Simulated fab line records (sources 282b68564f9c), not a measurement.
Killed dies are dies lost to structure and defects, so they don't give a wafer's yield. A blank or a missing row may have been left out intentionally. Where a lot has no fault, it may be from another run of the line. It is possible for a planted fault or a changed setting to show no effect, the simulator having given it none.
Split-lot study / flow rit_cmos / on a route of 202 steps: 5 lots, 23 wafers read

SPLIT DETAILS
At RIT_CONTACT_COAT_03 (resist thk 1000 nm), the setting resist_thk_nm was moved away from the recipe's 1000 nm on 9 of the 23 wafers read, by -1.5% to +5.0%. The other wafers ran this setting at the recipe's value.

FROM THE SPLIT TO THE READING: what the file shows between them, 3 steps
- RIT_CONTACT_DEVELOP_07: develop time 120 s (also split here: develop_time_s)
- RIT_CONTACT_CD_MEAS_08: target cd 1000 nm
- RIT_CONTACT_HARDBAKE_10: time 60 s

THE READING
NOVOLAK_of_CONTACT_COAT_03.thk_nm (the simulator's own value, which no gauge read), in nm, at RIT_CONTACT_ETCH_11 (etches SiO2 in CHF3/CF4/Ar, stops on TiSi2, target depth 480 nm, time 320 s). The file does not state a usual value for it. Average 774.3 nm, standard deviation 4.3 nm, over the 14 wafers here run with the recipe.

wafer=L074.1; tool, chamber at the split=litho_track-01, 0; resist_thk_nm as run, nm=984.7; against the recipe=-1.5%; NOVOLAK_of_CONTACT_COAT_03.thk_nm, nm=762.8; against lot-mates on the recipe=-14.5
wafer=L074.2; tool, chamber at the split=litho_track-01, 0; resist_thk_nm as run, nm=1000; against the recipe=recipe; NOVOLAK_of_CONTACT_COAT_03.thk_nm, nm=775.9; against lot-mates on the recipe=-
wafer=L074.3; tool, chamber at the split=litho_track-01, 0; resist_thk_nm as run, nm=984.7; against the recipe=-1.5%; NOVOLAK_of_CONTACT_COAT_03.thk_nm, nm=762.7; against lot-mates on the recipe=-14.6
wafer=L074.4; tool, chamber at the split=litho_track-01, 0; resist_thk_nm as run, nm=984.7; against the recipe=-1.5%; NOVOLAK_of_CONTACT_COAT_03.thk_nm, nm=759.9; against lot-mates on the recipe=-17.4
wafer=L074.6; tool, chamber at the split=litho_track-01, 0; resist_thk_nm as run, nm=1000; against the recipe=recipe; NOVOLAK_of_CONTACT_COAT_03.thk_nm, nm=778.8; against lot-mates on the recipe=-
wafer=L075.1; tool, chamber at the split=litho_track-03, 0; resist_thk_nm as run, nm=1039; against the recipe=+3.9%; NOVOLAK_of_CONTACT_COAT_03.thk_nm, nm=798.5; against lot-mates on the recipe=+33.4
wafer=L075.2; tool, chamber at the split=litho_track-03, 0; resist_thk_nm as run, nm=1039; against the recipe=+3.9%; NOVOLAK_of_CONTACT_COAT_03.thk_nm, nm=805.8; against lot-mates on the recipe=+40.7
wafer=L075.3; tool, chamber at the split=litho_track-03, 0; resist_thk_nm as run, nm=1039; against the recipe=+3.9%; NOVOLAK_of_CONTACT_COAT_03.thk_nm, nm=799.4; against lot-mates on the recipe=+34.3
wafer=L075.5; tool, chamber at the split=litho_track-03, 0; resist_thk_nm as run, nm=1000; against the recipe=recipe; NOVOLAK_of_CONTACT_COAT_03.thk_nm, nm=766.2; against lot-mates on the recipe=-
wafer=L075.6; tool, chamber at the split=litho_track-03, 0; resist_thk_nm as run, nm=1000; against the recipe=recipe; NOVOLAK_of_CONTACT_COAT_03.thk_nm, nm=764; against lot-mates on the recipe=-
wafer=L077.1; tool, chamber at the split=litho_track-01, 0; resist_thk_nm as run, nm=1000; against the recipe=recipe; NOVOLAK_of_CONTACT_COAT_03.thk_nm, nm=777.1; against lot-mates on the recipe=-
wafer=L077.2; tool, chamber at the split=litho_track-01, 0; resist_thk_nm as run, nm=1000; against the recipe=recipe; NOVOLAK_of_CONTACT_COAT_03.thk_nm, nm=773.9; against lot-mates on the recipe=-
wafer=L077.3; tool, chamber at the split=litho_track-01, 0; resist_thk_nm as run, nm=1000; against the recipe=recipe; NOVOLAK_of_CONTACT_COAT_03.thk_nm, nm=778; against lot-mates on the recipe=-
wafer=L077.5; tool, chamber at the split=litho_track-01, 0; resist_thk_nm as run, nm=1000; against the recipe=recipe; NOVOLAK_of_CONTACT_COAT_03.thk_nm, nm=776.3; against lot-mates on the recipe=-
wafer=L077.6; tool, chamber at the split=litho_track-01, 0; resist_thk_nm as run, nm=1000; against the recipe=recipe; NOVOLAK_of_CONTACT_COAT_03.thk_nm, nm=780.3; against lot-mates on the recipe=-
wafer=L081.1; tool, chamber at the split=litho_track-01, 0; resist_thk_nm as run, nm=1000; against the recipe=recipe; NOVOLAK_of_CONTACT_COAT_03.thk_nm, nm=774.5; against lot-mates on the recipe=-
wafer=L081.2; tool, chamber at the split=litho_track-01, 0; resist_thk_nm as run, nm=1000; against the recipe=recipe; NOVOLAK_of_CONTACT_COAT_03.thk_nm, nm=773.3; against lot-mates on the recipe=-
wafer=L081.4; tool, chamber at the split=litho_track-01, 0; resist_thk_nm as run, nm=1050; against the recipe=+5.0%; NOVOLAK_of_CONTACT_COAT_03.thk_nm, nm=806.5; against lot-mates on the recipe=+32.6
wafer=L081.5; tool, chamber at the split=litho_track-01, 0; resist_thk_nm as run, nm=1050; against the recipe=+5.0%; NOVOLAK_of_CONTACT_COAT_03.thk_nm, nm=819; against lot-mates on the recipe=+45.1
wafer=L081.6; tool, chamber at the split=litho_track-01, 0; resist_thk_nm as run, nm=1050; against the recipe=+5.0%; NOVOLAK_of_CONTACT_COAT_03.thk_nm, nm=819; against lot-mates on the recipe=+45.1
wafer=L084.4; tool, chamber at the split=litho_track-03, 0; resist_thk_nm as run, nm=1000; against the recipe=recipe; NOVOLAK_of_CONTACT_COAT_03.thk_nm, nm=772.7; against lot-mates on the recipe=-
wafer=L084.5; tool, chamber at the split=litho_track-03, 0; resist_thk_nm as run, nm=1000; against the recipe=recipe; NOVOLAK_of_CONTACT_COAT_03.thk_nm, nm=773.2; against lot-mates on the recipe=-
wafer=L084.6; tool, chamber at the split=litho_track-03, 0; resist_thk_nm as run, nm=1000; against the recipe=recipe; NOVOLAK_of_CONTACT_COAT_03.thk_nm, nm=775.6; against lot-mates on the recipe=-

THE FIT
A straight line over all 23 wafers: NOVOLAK_of_CONTACT_COAT_03.thk_nm changes by +7.73 nm for each +1% of resist_thk_nm; r = +0.97; the points scatter about the line by 4.6 nm.
The same after taking each lot's own level away (the mean of its wafers on the recipe; 23 wafers): +8.75 nm for each +1%; r = +0.99; scatter 3.3 nm.
The reading moves by 44 nm for the largest change in resist_thk_nm, on that fit.
Across the lots, their own levels run from 765.10 to 777.35 nm, a range of 2.8 times the standard deviation given above.
Thus the slope moves with the lot-to-lot level: the two fits are different.
Check: for one of the wafers moved furthest among these (+5.0%), held out of the fit, the line's prediction against its lot-mates is +46 nm. It came out at +32.6 nm against them.

THE OTHER SPLITS THESE WAFERS WENT THROUGH
Note: prior to the reading, these wafers also went through further splits. Each is held against what the fit with the lots' levels taken away leaves over:
other split on the same wafers=RIT_SDANNEAL_CLEAN_00 time_s; wafers away from the commonest value=10; r with NOVOLAK_of_CONTACT_COAT_03.thk_nm (lot level and that fit taken away)=+0.13
other split on the same wafers=RIT_SILICIDE_SPUTTER_01 power_w; wafers away from the commonest value=6; r with NOVOLAK_of_CONTACT_COAT_03.thk_nm (lot level and that fit taken away)=-0.11
other split on the same wafers=RIT_CONTACT_DEVELOP_07 develop_time_s; wafers away from the commonest value=8; r with NOVOLAK_of_CONTACT_COAT_03.thk_nm (lot level and that fit taken away)=+0.13

THE WHOLE CHAIN: every reading that the file lists as answering this split, in the file's order
step=RIT_CONTACT_COAT_03; what it does=resist thk 1000 nm; reading=NOVOLAK_of_CONTACT_COAT_03.thk_nm (the simulator's own value, which no gauge read); change (the file's fit)=+10 nm for each +1% of the setting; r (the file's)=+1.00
step=RIT_CONTACT_HARDBAKE_10; what it does=time 60 s; reading=NOVOLAK_of_CONTACT_COAT_03.thk_nm (the simulator's own value, which no gauge read); change (the file's fit)=+8.75 nm for each +1% of the setting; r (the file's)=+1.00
step=RIT_CONTACT_ETCH_11; what it does=etches SiO2 in CHF3/CF4/Ar, stops on TiSi2, target depth 480 nm, time 320 s; reading=NOVOLAK_of_CONTACT_COAT_03.thk_nm (the simulator's own value, which no gauge read); change (the file's fit)=+8.68 nm for each +1% of the setting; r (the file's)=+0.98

FILE'S OWN FIT
NOVOLAK_of_CONTACT_COAT_03.thk_nm changes by +8.68 nm for each +1% of resist_thk_nm, r = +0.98.
